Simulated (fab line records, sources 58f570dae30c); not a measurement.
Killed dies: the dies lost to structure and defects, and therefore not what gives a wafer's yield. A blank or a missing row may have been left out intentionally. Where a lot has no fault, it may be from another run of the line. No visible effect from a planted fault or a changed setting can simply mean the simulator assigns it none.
fab line records ; flow berkeley_cmos170
record: lots: 5; wafers: 27
route steps=331 shown M3@327
start_h: the number of hours between the record's first day and the start of the first shown wafer of the lot ; wait_h: how many hours have passed since the lot's step before this one ; " as in the row above ; L1.1+2: several wafers, shown together as one row ; - value missing, or start not given ; * or withheld: withheld ; < > ~ a bound
route shown NAME@n: NAME is a module with steps in the file, n the number in the route of the first one ; usual: mean/standard deviation taken from wafers without a fault ; same: alike in all rows ; chamber/n: place in a boat ; sites: each site's reading ; _std_site: their standard deviation ; _edge_site: mean of outer sites minus mean of inner sites ; radius_mm: how far each site lies from the wafer's centre ; mask NAME#n: copy n ; behind: tool/chamber where the wafer was last shaped ; hold: why the lot was held/for how many hours/how that ended ; device: whichever transistor did not switch (one of n, p or np) ; end of line: at the end of the route, the tests of the same wafers ; where a step has no rows: the recipe by itself ; killed: count of dies lost to structure and defects at first sort (not the wafer's yield) ; map: shows each die of a wafer: x if killed, . if not, _ if none is there
set.NAME: setting as actually run; set.NAME@STEP: the setting as run at that earlier step ; model.NAME: the simulator's own value behind a step, which no gauge read
lots where settings were altered on purpose, with a table for each step and a row for each wafer
== steps ==
step: UCB170_M3_METAL_ETCH_18
recipe: chemistry: Cl2/BCl3; target: Al; stop_on: SiO2; pressure_mtorr: 12; target_depth_a: 11700; over_etch_frac: 0.3; time_s: 195; icp_w: 600; bias_w: 120; Cl2_flow_sccm: 90; bcl3_flow_sccm: 45
usual: oes_product_au: 0.858/0.0094
lot.wafer;tool;chamber;start_h;wait_h;set.time_s;oes_product_au;model.M3.feature_depth_nm;model.etch.depth_nm;model.KrF_of_M3_COAT_10.thk_nm
L074.1;rie_metal-03;0;159.21;-;195;0.865;979.5;924.4;230.3
L074.2;rie_metal-03;0;159.21;-;82.92;0.973;484.7;484.7;609.4
L074.3;rie_metal-03;0;159.21;-;82.92;0.974;484.2;484.2;607.8
L074.4;rie_metal-03;0;159.21;-;82.92;0.979;489.3;489.3;607
L074.5;rie_metal-03;0;159.21;-;195;0.861;980.6;925.5;233.2
L074.6;rie_metal-03;0;159.21;-;195;0.856;982.5;927.3;230.1
L075.1;rie_metal-01;0;173.72;-;195;0.875;985;930.2;234.1
L075.2;rie_metal-01;1;173.72;-;195;0.848;988.1;931.5;216.5
L075.3;rie_metal-01;0;173.72;-;117;0.987;681;681;496.8
L075.4;rie_metal-01;1;173.72;-;117;0.985;701.4;701.4;485
L075.5;rie_metal-01;0;173.72;-;195;0.876;987.8;933.5;242
L075.6;rie_metal-01;1;173.72;-;117;0.970;700.7;700.7;484
L076.1;rie_metal-04;0;174.09;-;150.1;0.993;907.8;907.8;362.5
L076.2;rie_metal-04;1;174.09;-;150.1;0.991;895.5;895.5;371.5
L076.3;rie_metal-04;1;174.09;-;195;0.846;959;902.8;220.5
L076.4;rie_metal-04;0;174.09;-;150.1;0.993;917;917;356.4
L076.5;rie_metal-04;0;174.09;-;195;0.853;968.8;911.1;202.5
L076.6;rie_metal-04;1;174.09;-;195;0.863;970.9;914.3;209.4
L084.1;rie_metal-03;0;219.39;-;195;0.849;964.1;909.2;234
L084.4;rie_metal-03;0;219.39;-;195;0.857;968.5;912.8;225.3
L084.5;rie_metal-03;1;219.39;-;195;0.853;966.8;913;238.3
L083.1;rie_metal-04;0;222.21;-;195;0.859;983.7;925.8;187.6
L083.2;rie_metal-04;1;222.21;-;195;0.864;974.6;917.6;206.1
L083.3;rie_metal-04;1;222.21;-;195;0.862;978.7;921.7;203.6
L083.4;rie_metal-04;0;222.21;-;301.5;0.833;1014;917.5;0
L083.5;rie_metal-04;0;222.21;-;301.5;0.838;1012;915.9;0
L083.6;rie_metal-04;1;222.21;-;301.5;0.854;1024;929.8;0
step: UCB170_M3_STRIP_19
recipe: chemistry: O2; power_w: 400; pressure_mtorr: 3500; platen_temp_c: withheld; o2_flow_sccm: 400; overash_fraction: 0.5
usual: oes_product_au: 0.548/0.019
lot.wafer;tool;chamber;start_h;wait_h;set.time_s@M3_METAL_ETCH_18;oes_product_au
L074.1;plasma_asher-03;0;159.59;0.3;195;0.566
L074.2;plasma_asher-03;1;159.59;0.3;82.92;0.726
L074.3;plasma_asher-03;0;159.59;0.3;82.92;0.724
L074.4;plasma_asher-03;1;159.59;0.3;82.92;0.733
L074.5;plasma_asher-03;1;159.59;0.3;195;0.567
L074.6;plasma_asher-03;0;159.59;0.3;195;0.561
L075.1;plasma_asher-01;1;173.90;0.1;195;0.562
L075.2;plasma_asher-01;0;173.90;0.1;195;0.548
L075.3;plasma_asher-01;1;173.90;0.1;117;0.723
L075.4;plasma_asher-01;0;173.90;0.1;117;0.718
L075.5;plasma_asher-01;0;173.90;0.1;195;0.570
L075.6;plasma_asher-01;1;173.90;0.1;117;0.728
L076.1;plasma_asher-03;0;174.28;0.1;150.1;0.693
L076.2;plasma_asher-03;1;174.28;0.1;150.1;0.706
L076.3;plasma_asher-03;1;174.28;0.1;195;0.553
L076.4;plasma_asher-03;0;174.28;0.1;150.1;0.691
L076.5;plasma_asher-03;0;174.28;0.1;195;0.533
L076.6;plasma_asher-03;1;174.28;0.1;195;0.533
L084.1;plasma_asher-03;0;219.58;0.1;195;0.572
L084.4;plasma_asher-03;1;219.58;0.1;195;0.558
L084.5;plasma_asher-03;0;219.58;0.1;195;0.563
L083.1;plasma_asher-02;1;222.39;0.1;195;0.519
L083.2;plasma_asher-02;0;222.39;0.1;195;0.533
L083.3;plasma_asher-02;1;222.39;0.1;195;0.533
L083.4;plasma_asher-02;0;222.39;0.1;301.5;0.308
L083.5;plasma_asher-02;0;222.39;0.1;301.5;0.316
L083.6;plasma_asher-02;1;222.39;0.1;301.5;0.318
step: UCB170_M3_CD_MEAS_90
recipe: target_cd_nm: 700
usual: cd_nm: 702.5/2.6
lot.wafer;tool;chamber;start_h;wait_h;set.time_s@M3_METAL_ETCH_18;cd_nm
L074.1;cd_sem-01;-;159.69;0.1;195;705.4
L074.2;cd_sem-01;-;159.69;0.1;82.92;727.8
L074.3;cd_sem-01;-;159.69;0.1;82.92;731.1
L074.4;cd_sem-01;-;159.69;0.1;82.92;727.9
L074.5;cd_sem-01;-;159.69;0.1;195;702.2
L074.6;cd_sem-01;-;159.69;0.1;195;702.8
L075.1;cd_sem-02;-;174.00;0.1;195;706.2
L075.2;cd_sem-02;-;174.00;0.1;195;701.2
L075.3;cd_sem-02;-;174.00;0.1;117;724.7
L075.4;cd_sem-02;-;174.00;0.1;117;722.2
L075.5;cd_sem-02;-;174.00;0.1;195;704.5
L075.6;cd_sem-02;-;174.00;0.1;117;719.5
L076.1;cd_sem-01;-;174.38;0.1;150.1;714.5
L076.2;cd_sem-01;-;174.38;0.1;150.1;714.5
L076.3;cd_sem-01;-;174.38;0.1;195;705.6
L076.4;cd_sem-01;-;174.38;0.1;150.1;712.3
L076.5;cd_sem-01;-;174.38;0.1;195;702.9
L076.6;cd_sem-01;-;174.38;0.1;195;704.7
L084.1;cd_sem-01;-;219.68;0.1;195;697.6
L084.4;cd_sem-01;-;219.68;0.1;195;700.5
L084.5;cd_sem-01;-;219.68;0.1;195;703.4
L083.1;cd_sem-01;-;222.49;0.1;195;699.0
L083.2;cd_sem-01;-;222.49;0.1;195;699.1
L083.3;cd_sem-01;-;222.49;0.1;195;699.7
L083.4;cd_sem-01;-;222.49;0.1;301.5;673.6
L083.5;cd_sem-01;-;222.49;0.1;301.5;672.0
L083.6;cd_sem-01;-;222.49;0.1;301.5;677.0
step: UCB170_M3_PROBE_99
lot.wafer;tool;chamber;start_h;wait_h;set.target_depth_a@SPACER_ETCHBACK_03;model.etest.npoly_line.line_ohm_um;model.etest.pldd.line_ohm_um;model.etest.ppoly_line.line_ohm_um;model.etest.nldd.line_ohm_um;model.etest.pldd.rs_ohm_sq;model.etest.npoly_sal.rs_ohm_sq;model.etest.npoly_line.rs_ohm_sq;model.etest.nmos_0p6.r_on_ohm_um
L074.1+5;prober-01;-;159.93;0.1;3760;-;-;-;-;-;-;-;-
L074.2;prober-01;-;159.98;0.1;6005;-;-;-;-;-;-;-;-
L074.3;prober-01;-;160.03;0.2;3760;18.3;1565;18.99;1125;1089;4.913;6.018;2252
L074.4;prober-01;-;160.08;0.2;6005;14.6;-;14.8;-;-;3.994;4.706;-
L074.6;prober-01;-;160.18;0.2;6005;14.66;5.611;14.88;5.483;3.665;4.005;4.656;-
L075.1;prober-02;-;174.24;0.1;2737;496.6;1736;747.7;1208;1117;175.2;176.3;2382
L075.2+6;prober-02;-;174.29;0.1;3760;-;-;-;-;-;-;-;-
L075.3;prober-02;-;174.34;0.2;3760;15.12;1670;15.21;1181;1101;4.122;4.899;2257
L075.4;prober-02;-;174.39;0.2;2737;588;1694;800.8;1181;1126;207.9;208;2440
L075.5;prober-02;-;174.44;0.2;2737;-;-;-;-;-;-;-;-
L076.1+3;prober-01;-;174.62;0.1;3760;-;-;-;-;-;-;-;-
L076.2;prober-01;-;174.67;0.1;2534;2961;1801;1043;1285;1107;1026;1024;2936
L076.4;prober-01;-;174.77;0.2;2534;-;-;-;-;-;-;-;-
L076.5;prober-01;-;174.82;0.2;2534;2446;1791;976.8;1276;1124;854.4;845.1;2886
L076.6;prober-01;-;174.87;0.2;3760;38.91;1725;40.89;1232;1096;9.457;13.02;2252
L084.1;prober-01;-;219.92;0.1;3760;14.6;1865;14.88;1272;1157;3.99;4.683;2301
L084.4;prober-01;-;220.07;0.2;3760;14.43;1802;15.11;1225;1124;4.052;4.766;2252
L084.5;prober-01;-;220.12;0.2;3760;14.35;1806;14.82;1236;1128;4.01;4.733;2283
L083.1;prober-01;-;222.73;0.1;3760;14.61;1843;15.18;1281;1129;4.026;4.726;2339
L083.3;prober-01;-;222.83;0.2;5658;14.78;6.287;15.05;6.187;3.695;4.005;4.748;-
L083.4;prober-01;-;222.88;0.2;5658;-;-;-;-;-;-;-;-
L083.5;prober-01;-;222.93;0.2;3760;-;-;-;-;-;-;-;-
killed by level:class
L084.1 SACOX:geometric_particle:short=1 SPACER:geometric_particle:open=1 V1:geometric_particle:short=1 V2:geometric_particle:short=1 M3:geometric_particle:short=1
L084.4 GATE:geometric_particle:short=1 SILICIDE:geometric_particle:short=1 M3:geometric_particle:open=1
L084.5 M2:geometric_particle:short=1
== key ==
split: step: UCB170_M3_METAL_ETCH_18; setting: time_s; stated: 195; by: wafer
response: step: UCB170_M3_METAL_ETCH_18; reading: oes_product_au; shape: bent; at_lowest: 0.975; at_stated: 0.859; at_highest: 0.842
response: step: UCB170_M3_METAL_ETCH_18; reading: model.M3.feature_depth_nm; shape: bent; at_lowest: 486.1; at_stated: 975.9; at_highest: 1017
response: step: UCB170_M3_METAL_ETCH_18; reading: model.etch.depth_nm; shape: bent; at_lowest: 486.1; at_stated: 920.1; at_highest: 921.1
response: step: UCB170_M3_METAL_ETCH_18; reading: model.KrF_of_M3_COAT_10.thk_nm; change: -5.51; per: 1%; r: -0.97
response: step: UCB170_M3_STRIP_19; reading: oes_product_au; change: -0.00371; per: 1%; r: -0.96
response: step: UCB170_M3_CD_MEAS_90; reading: cd_nm; change: -0.449; per: 1%; r: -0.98
split outside_this_file step=UCB170_SPACER_ETCHBACK_03 setting=target_depth_a
split outside_this_file: this setting was split too, and the file shows its column; the key of that split is in another file
